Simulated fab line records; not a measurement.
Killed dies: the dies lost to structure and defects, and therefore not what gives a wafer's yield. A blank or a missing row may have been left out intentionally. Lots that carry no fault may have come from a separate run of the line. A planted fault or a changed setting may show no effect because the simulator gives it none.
Which of the tools did it? :: flow rit-cmos :: 42 wafers from 14 lots sampled at 4 of the route's 202 steps

WHAT THE GAUGES READ, wafer by wafer
RIT_SDANNEAL_RS_MEAS_05: measures by four-point-probe.
lot: L268
measured: day 3 01:50
on: film-metro-02
NSD_RS (ohm/sq): 84.69 85.14 84.98

lot: L269
measured: day 3 06:09
on: film-metro-01
NSD_RS (ohm/sq): 84.77 85.01 84.65

lot: L271
measured: day 3 17:24
on: film-metro-01
NSD_RS (ohm/sq): 84.56 84.23 84.55

lot: L272
measured: day 4 02:07
on: film-metro-04
NSD_RS (ohm/sq): 84.94 84.56 84.93

lot: L275
measured: day 4 15:56
on: film-metro-01
NSD_RS (ohm/sq): 83.97 84.12 83.80

lot: L276
measured: day 4 19:07
on: film-metro-04
NSD_RS (ohm/sq): 84.17 84.21 84.49

lot: L277
measured: day 4 23:16
on: film-metro-01
NSD_RS (ohm/sq): 84.32 84.61 84.28

lot: L278
measured: day 5 03:13
on: film-metro-04
NSD_RS (ohm/sq): 84.43 84.58 84.50

lot: L279
measured: day 5 09:50
on: film-metro-01
NSD_RS (ohm/sq): 84.43 84.42 84.62

lot: L280
measured: day 5 12:26
on: film-metro-04
NSD_RS (ohm/sq): 84.48 84.45 84.42

lot: L281
measured: day 5 20:48
on: film-metro-04
NSD_RS (ohm/sq): 84.73 84.86 84.58

lot: L288
measured: day 7 07:42
on: film-metro-02
NSD_RS (ohm/sq): 84.38 84.34 84.50

lot: L289
measured: day 7 16:58
on: film-metro-04
NSD_RS (ohm/sq): 84.24 84.72 84.38

lot: L290
measured: day 7 18:36
on: film-metro-01
NSD_RS (ohm/sq): 84.32 84.18 84.05

RIT_M1_CD_MEAS_09 targets a cd of 2600 nm.
lot: L268
measured: day 3 06:31
on: cd-sem-02
cd-nm (nm): 2598.7 2596.6 2597.8

lot: L269
measured: day 3 10:44
on: cd-sem-02
cd-nm (nm): 2603.7 2601.6 2600.7

lot: L271
measured: day 3 22:00
on: cd-sem-01
cd-nm (nm): 2600.5 2600.2 2602.2

lot: L272
measured: day 4 06:46
on: cd-sem-01
cd-nm (nm): 2597.9 2596.2 2597.2

lot: L275
measured: day 4 20:31
on: cd-sem-01
cd-nm (nm): 2603.3 2603.3 2602.7

lot: L276
measured: day 4 23:52
on: cd-sem-01
cd-nm (nm): 2600.0 2598.0 2600.7

lot: L277
measured: day 5 04:09
on: cd-sem-02
cd-nm (nm): 2600.9 2601.0 2600.8

lot: L278
measured: day 5 07:43
on: cd-sem-02
cd-nm (nm): 2600.8 2599.1 2600.6

lot: L279
measured: day 5 14:26
on: cd-sem-02
cd-nm (nm): 2598.6 2602.0 2601.9

lot: L280
measured: day 5 17:07
on: cd-sem-02
cd-nm (nm): 2605.4 2602.5 2606.2

lot: L281
measured: day 6 01:31
on: cd-sem-01
cd-nm (nm): 2601.0 2601.1 2600.1

lot: L288
measured: day 7 12:14
on: cd-sem-02
cd-nm (nm): 2603.3 2602.5 2602.4

lot: L289
measured: day 7 21:36
on: cd-sem-02
cd-nm (nm): 2599.4 2600.5 2599.9

lot: L290
measured: day 7 23:36
on: cd-sem-01
cd-nm (nm): 2595.0 2596.6 2594.9

EACH LOT AND THE TOOL THAT RAN IT (in order: tool; ch and the chambers of the sampled wafers; start)
lot: L268
RIT_ACTIVE_STRIP_14: plasma-asher-04 ch 0, day 1 14:50
RIT_CONTACT_ETCH_11: rie-diel-03 ch 0,1,3, day 3 04:19

lot: L269
RIT_ACTIVE_STRIP_14: plasma-asher-03 ch 0,1, day 1 20:47
RIT_CONTACT_ETCH_11: rie-diel-02 ch 0,1,3, day 3 08:30

lot: L271
RIT_ACTIVE_STRIP_14: plasma-asher-02 ch 0, day 2 06:37
RIT_CONTACT_ETCH_11: rie-diel-02 ch 0,2,3, day 3 19:47

lot: L272
RIT_ACTIVE_STRIP_14: plasma-asher-03 ch 0,1, day 2 10:54
RIT_CONTACT_ETCH_11: rie-diel-01 ch 2,3, day 4 04:20

lot: L275
RIT_ACTIVE_STRIP_14: plasma-asher-04 ch 0,1, day 3 01:58
RIT_CONTACT_ETCH_11: rie-diel-02 ch 0,3, day 4 18:19

lot: L276
RIT_ACTIVE_STRIP_14: plasma-asher-03 ch 0,1, day 3 06:58
RIT_CONTACT_ETCH_11: rie-diel-01 ch 0,1,3, day 4 21:32

lot: L277
RIT_ACTIVE_STRIP_14: plasma-asher-03 ch 0,1, day 3 13:05
RIT_CONTACT_ETCH_11: rie-diel-01 ch 0,2,3, day 5 01:40

lot: L278
RIT_ACTIVE_STRIP_14: plasma-asher-03 ch 0,1, day 3 17:02
RIT_CONTACT_ETCH_11: rie-diel-03 ch 1,3, day 5 05:28

lot: L279
RIT_ACTIVE_STRIP_14: plasma-asher-02 ch 0, day 3 22:34
RIT_CONTACT_ETCH_11: rie-diel-03 ch 0,1,3, day 5 12:06

lot: L280
RIT_ACTIVE_STRIP_14: plasma-asher-03 ch 0,1, day 4 02:58
RIT_CONTACT_ETCH_11: rie-diel-02 ch 0,1,2, day 5 14:55

lot: L281
RIT_ACTIVE_STRIP_14: plasma-asher-03 ch 0,1, day 4 08:07
RIT_CONTACT_ETCH_11: rie-diel-01 ch 1,2, day 5 23:11

lot: L288
RIT_ACTIVE_STRIP_14: plasma-asher-03 ch 0,1, day 5 18:54
RIT_CONTACT_ETCH_11: rie-diel-01 ch 2,3, day 7 09:56

lot: L289
RIT_ACTIVE_STRIP_14: plasma-asher-03 ch 0,1, day 5 23:50
RIT_CONTACT_ETCH_11: rie-diel-02 ch 1,2, day 7 19:16

lot: L290
RIT_ACTIVE_STRIP_14: plasma-asher-02 ch 0,1, day 6 04:54
RIT_CONTACT_ETCH_11: rie-diel-01 ch 1,3, day 7 21:04
- RIT_ACTIVE_STRIP_14: strips in O2, time 180 s.
- RIT_CONTACT_ETCH_11: etches SiO2 in CHF3/CF4/Ar, stops on TiSi2, target depth 480 nm, time 320 s.

WHAT THE TOOLS THEMSELVES READ (means of the sampled wafers that have a number; where no wafer has one, the mark that the record gives instead)
RIT_ACTIVE_STRIP_14.
lot: L268
tool: plasma-asher-04
drypump-motor-current-A (A): 5.7

lot: L269
tool: plasma-asher-03
drypump-motor-current-A (A): 5.5

lot: L271
tool: plasma-asher-02
drypump-motor-current-A (A): 6.0

lot: L272
tool: plasma-asher-03
drypump-motor-current-A (A): 5.5

lot: L275
tool: plasma-asher-04
drypump-motor-current-A (A): 5.6

lot: L276
tool: plasma-asher-03
drypump-motor-current-A (A): 5.3

lot: L277
tool: plasma-asher-03
drypump-motor-current-A (A): 5.5

lot: L278
tool: plasma-asher-03
drypump-motor-current-A (A): 5.5

lot: L279
tool: plasma-asher-02
drypump-motor-current-A (A): 6.0

lot: L280
tool: plasma-asher-03
drypump-motor-current-A (A): 5.5

lot: L281
tool: plasma-asher-03
drypump-motor-current-A (A): 5.3

lot: L288
tool: plasma-asher-03
drypump-motor-current-A (A): 5.3

lot: L289
tool: plasma-asher-03
drypump-motor-current-A (A): 5.2

lot: L290
tool: plasma-asher-02
drypump-motor-current-A (A): 5.8

RIT_CONTACT_ETCH_11.
lot: L268
tool: rie-diel-03
CHF3_flow_sccm (sccm): 49.82
drypump-motor-current-A (A): 5.8
mfc-ar-sccm (sccm): 99.8
oes-product-au (a.u.): 0.979
throttle-valve-pct (%): 8.81

lot: L269
tool: rie-diel-02
CHF3_flow_sccm (sccm): 50.02
drypump-motor-current-A (A): 5.7
mfc-ar-sccm (sccm): 99.9
oes-product-au (a.u.): 0.993
throttle-valve-pct (%): 8.79

lot: L271
tool: rie-diel-02
CHF3_flow_sccm (sccm): 49.88
drypump-motor-current-A (A): 5.7
mfc-ar-sccm (sccm): 100.0
oes-product-au (a.u.): 0.998
throttle-valve-pct (%): 8.89

lot: L272
tool: rie-diel-01
CHF3_flow_sccm (sccm): 50.14
drypump-motor-current-A (A): 5.3
mfc-ar-sccm (sccm): 99.9
oes-product-au (a.u.): 0.984
throttle-valve-pct (%): 8.71

lot: L275
tool: rie-diel-02
CHF3_flow_sccm (sccm): 50.05
drypump-motor-current-A (A): 5.9
mfc-ar-sccm (sccm): 100.1
oes-product-au (a.u.): 0.984
throttle-valve-pct (%): 8.87

lot: L276
tool: rie-diel-01
CHF3_flow_sccm (sccm): 49.94
drypump-motor-current-A (A): 5.8
mfc-ar-sccm (sccm): 100.0
oes-product-au (a.u.): 0.989
throttle-valve-pct (%): 8.73

lot: L277
tool: rie-diel-01
CHF3_flow_sccm (sccm): 49.98
drypump-motor-current-A (A): 5.9
mfc-ar-sccm (sccm): 99.7
oes-product-au (a.u.): 0.996
throttle-valve-pct (%): 8.73

lot: L278
tool: rie-diel-03
CHF3_flow_sccm (sccm): 49.95
drypump-motor-current-A (A): 5.7
mfc-ar-sccm (sccm): 100.3
oes-product-au (a.u.): 0.970
throttle-valve-pct (%): 8.85

lot: L279
tool: rie-diel-03
CHF3_flow_sccm (sccm): 50.04
drypump-motor-current-A (A): 5.8
mfc-ar-sccm (sccm): 100.2
oes-product-au (a.u.): 0.980
throttle-valve-pct (%): 8.82

lot: L280
tool: rie-diel-02
CHF3_flow_sccm (sccm): 50.19
drypump-motor-current-A (A): 5.5
mfc-ar-sccm (sccm): 100.0
oes-product-au (a.u.): 1.005
throttle-valve-pct (%): 8.80

lot: L281
tool: rie-diel-01
CHF3_flow_sccm (sccm): 50.13
drypump-motor-current-A (A): 6.3
mfc-ar-sccm (sccm): 100.1
oes-product-au (a.u.): 0.984
throttle-valve-pct (%): 8.83

lot: L288
tool: rie-diel-01
CHF3_flow_sccm (sccm): 49.76
drypump-motor-current-A (A): 5.3
mfc-ar-sccm (sccm): 99.8
oes-product-au (a.u.): 0.993
throttle-valve-pct (%): 8.70

lot: L289
tool: rie-diel-02
CHF3_flow_sccm (sccm): 50.16
drypump-motor-current-A (A): 5.5
mfc-ar-sccm (sccm): 100.2
oes-product-au (a.u.): 1.016
throttle-valve-pct (%): 8.84

lot: L290
tool: rie-diel-01
CHF3_flow_sccm (sccm): 49.89
drypump-motor-current-A (A): 5.8
mfc-ar-sccm (sccm): 100.0
oes-product-au (a.u.): 0.977
throttle-valve-pct (%): 8.77

THE ANSWER, worked out from the rows above alone
Rule: the usual values come from the lots themselves. Put in order of their means at a reading, lots are off if they are a third of the lots or fewer, leave a main group of 4 or more, and stand apart from it by a gap of 3 or more times the standard deviation of the main group's means; of several such gaps the widest counts. A main group whose means are all the same, to the digits that the tables above print for the reading, isn't used. A lot without any number at a reading at which 4 lots or more have one is off too. The other lots that the step has rows for count as sound. First the gauges in route order, then the tools' own readings, where a lot's mean is used as printed above. The first step at which some lot is off is used, and at that step the reading that is off furthest; a lot without a number counts as furthest.
Across all readings shown, no lot is off: no conclusion can be drawn from this.

WHAT WAS PUT IN BY THE SIMULATOR
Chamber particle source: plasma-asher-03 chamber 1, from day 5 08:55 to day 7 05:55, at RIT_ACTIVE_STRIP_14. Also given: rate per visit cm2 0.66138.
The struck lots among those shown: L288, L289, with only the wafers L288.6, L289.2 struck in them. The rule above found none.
